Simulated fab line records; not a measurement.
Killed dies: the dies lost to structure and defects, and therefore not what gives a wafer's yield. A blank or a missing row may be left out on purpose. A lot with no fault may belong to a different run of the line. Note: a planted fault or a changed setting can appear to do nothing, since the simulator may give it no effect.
What tool caused it?	flow berkeleyCmos170	7 lots with 21 wafers sampled at 2 steps, on a route of 331 steps

WHAT THE GAUGES READ, wafer by wafer
UCB170_GATE_THK_MEAS_02.
lot	measured	on	GATE_OXIDE_THK (nm)
L312	day 5 20:07	filmMetro-02	6.63 6.62 6.65
L316	day 6 12:40	filmMetro-04	6.58 6.53 6.55
L318	day 6 23:09	filmMetro-01	6.71 6.59 6.63
L319	day 7 08:06	filmMetro-01	6.54 6.59 6.61
L328	day 9 04:32	filmMetro-01	6.59 6.70 6.62
L330	day 9 20:29	filmMetro-04	6.67 6.75 6.72
L333	day 10 12:55	filmMetro-04	6.66 6.58 6.69

WHAT TOOL EACH LOT RAN ON (gives the tool, then ch and the chambers of the sampled wafers, and finally the start)
lot	UCB170_PVT_STRIP_08
L312	plasmaAsher-03 ch 0,1, day 5 16:31
L316	plasmaAsher-03 ch 0,1, day 6 08:46
L318	plasmaAsher-01 ch 0,1, day 6 18:26
L319	plasmaAsher-03 ch 0,1, day 7 05:24
L328	plasmaAsher-04 ch 0,1, day 9 01:01
L330	plasmaAsher-04 ch 0,1, day 9 16:14
L333	plasmaAsher-03 ch 0,1, day 10 04:56
- UCB170_PVT_STRIP_08: strips in O2.

THE ANSWER, worked out from the rows above alone
Rule: the usual values come from the lots themselves. The widest of any qualifying gaps counts: lots, ordered by their means at a reading, are off when they make up no more than a third of the lots, leave a main group of 4 or more, and stand apart from it by 3 or more times the standard deviation of that group's means. Not used: any main group whose means are identical at the precision the tables above print for the reading. A lot without any number at a reading at which 4 lots or more have one is off too. All remaining lots with rows at the step are treated as sound.
Nothing can be told from this: no lot is off at any reading shown.

WHAT HAD BEEN PUT IN BY THE SIMULATOR
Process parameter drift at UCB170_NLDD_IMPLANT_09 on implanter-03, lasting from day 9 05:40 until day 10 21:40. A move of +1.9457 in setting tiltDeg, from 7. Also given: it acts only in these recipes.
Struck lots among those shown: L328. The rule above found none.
